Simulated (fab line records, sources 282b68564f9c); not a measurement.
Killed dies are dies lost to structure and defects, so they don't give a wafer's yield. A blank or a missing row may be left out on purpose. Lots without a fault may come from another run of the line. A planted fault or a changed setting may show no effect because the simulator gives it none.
A struck lot beside a sound one | flow rit_cmos | 18 steps out of a route of 202
Sound: wafers L852.1, L852.2, L852.4. Struck: wafers L858.2, L858.4, L858.5. The cause comes at the end.
At each step with rows: each side's tool, then ch and its chambers, then its first start. Under that, the readings that differ: sound wafers | struck wafers | difference of the means | sigmas: that difference in standard deviations of wafers without a fault.
alike: readings whose means differ by less than 2 such deviations, and words and numbers that are the same on both sides. not compared: withheld readings, readings that some wafer has no value for, bounds like >300 that may hide the same value, and numbers for which the record gives no deviation and whose values overlap.
The two part at a step that has a row with sigmas, a row that says differs or no value, or rows on one side only. Numbers that don't overlap but have no deviation are shown without sigmas and don't part them. A reading that every wafer of one side lacks parts them only if that side has two wafers or more.

RIT_M1_SPUTTER_00: material Al, target thk 400 nm, time 500 s.
  sound on pvd_sputter-04, day 5 13:56; struck on pvd_sputter-02, day 7 09:01
  alike: substrate_temp_c, throttle_valve_pct
RIT_M1_RS_MEAS_01: measures by four-point-probe.
  sound on film_metro-04, day 5 14:14; struck on film_metro-01, day 7 09:20
  alike: M1_AL_RS
RIT_M1_THK_MEAS_02: measures by xrf.
  sound on film_metro-04, day 5 14:22; struck on film_metro-01, day 7 09:26
  alike: M1_AL_THK
then, 6 steps without rows for these wafers: RIT_M1_HMDS_03 (prime time 60 s); RIT_M1_COAT_04 (resist thk 1300 nm); RIT_M1_SOFTBAKE_05 (time 60 s); RIT_M1_EXPOSE_06 (exposes mask M12, target cd 2600 nm); RIT_M1_PEB_07; RIT_M1_DEVELOP_08 (develop time 68 s).
RIT_M1_CD_MEAS_09: target cd 2600 nm.
  sound on cd_sem-01, day 5 15:25; struck on cd_sem-01, day 7 10:23
  alike: cd_nm
RIT_M1_OVL_MEAS_10:
  sound on overlay-01, day 5 15:32; struck on overlay-02, day 7 10:29
  alike: M1_OVL
then, 1 step without rows for these wafers: RIT_M1_HARDBAKE_11 (time 120 s).
RIT_M1_METAL_ETCH_12: etches Al in Cl2/BCl3, stops on SiO2, time 165 s, target depth 600 nm.
  sound on rie_metal-04 ch 0,1, day 5 15:50; struck on rie_metal-04 ch 0, day 7 11:02
  reading                                 | sound             | struck            | difference | sigmas
  oes_product_au (a.u.)                   | 0.772 0.783 0.762 | 0.746 0.748 0.746 | -0.026     | -3
  rf_fwd_power_W (W)                      | 249.2 248.6 249.1 | 149.3 148.3 149.5 | -99.9      | -99 or more
  model.NOVOLAK_of_M1_COAT_04.thk_nm (nm) | 819.2 800.7 818.4 | 934.5 932.7 933.2 | +120.7     |
  model.M1.feature_depth_nm (nm)          | 426.9 434.8 423.7 | 364.8 364.9 367.3 | -62.8      |
  model.etch.depth_nm (nm)                | 395 401.3 391.8   | 364.8 364.9 367.3 | -30.4      |
  alike: bcl3_flow_sccm, drypump_motor_current_A, throttle_valve_pct
  not compared: rf_hours_counter_h
then, 1 step without rows for these wafers: RIT_M1_STRIP_13 (strips in nmp, time 600 s).
RIT_M1_STRIP_14: strips in O2, time 180 s.
  sound on plasma_asher-01 ch 0,1, day 5 16:10; struck on plasma_asher-03 ch 0,1, day 7 11:30
  alike: drypump_motor_current_A
  not compared: rf_hours_counter_h
RIT_M1_CD_MEAS_90: target cd 2600 nm.
  sound on cd_sem-02, day 5 16:20; struck on cd_sem-02, day 7 11:42
  reading    | sound          | struck         | difference | sigmas
  cd_nm (nm) | 2599 2596 2600 | 2614 2615 2617 | +17        | +5
then, 1 step without rows for these wafers: RIT_M1_ANNEAL_15 (time 1800 s).
RIT_M1_PROBE_99:
  sound on prober-01, day 5 18:05; struck on prober-02, day 7 13:28
  reading                               | sound             | struck          | difference | sigmas
  defect_limited_yield (%)              | 96.2 98.1 97.7    | 0 0 0           | -97        | -81
  killed_at_M0_to_M3                    | 0 0 0             | 262 256 262     | +260       | +99 or more
  killed_dies                           | 10 5 6            | 264 264 264     | +257       | +80
  killed_on_rim                         | 4 0 1             | 70 70 70        | +68        | +49
  sort_bin_5_function (%)               | 2.3 1.1 1.1       | 99.6 98.9 100.0 | +98.0      | +99 or more
  sort_n_pass                           | 254 259 258       | 0 0 0           | -257       | -80
  sort_yield_pct (%)                    | 96.2 98.1 97.7    | 0 0 0           | -97        | -81
  model.etest.tester.sort_n_pass        | 254 259 258       | 0 0 0           | -257       |
  model.etest.tester.sort_bin_5_pct (%) | 2.273 1.136 1.136 | 99.62 98.86 100 | +97.98     |
  model.etest.tester.sort_yield_pct (%) | 96.21 98.11 97.73 | 0 0 0           | -97        |
  model.etest.ppoly_sal.short           | 0 0 0             | 1 1 1           | +1         |
  model.etest.pmos_0p15.over_limit      | 0 0 0             | 1 1 1           | +1         |
  model.etest.cap_n_gate.short          | 0 0 0             | 1 1 1           | +1         |
  model.etest.m1.short                  | 0 0 0             | 1 1 1           | +1         |
  model.etest.antenna_poly.short        | 0 0 0             | 1 1 1           | +1         |
  alike: killed_at_contacts, killed_at_front_end, killed_open, killed_short, sort_bin_3_pad_short, sort_bin_6_memory

WHERE THEY PART
First at RIT_M1_METAL_ETCH_12; last, within this record, at RIT_M1_PROBE_99.

WHY: what the simulator had put in
Process parameter drift: rie_metal-04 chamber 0, from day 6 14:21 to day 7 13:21, at RIT_M1_METAL_ETCH_12. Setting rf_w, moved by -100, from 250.
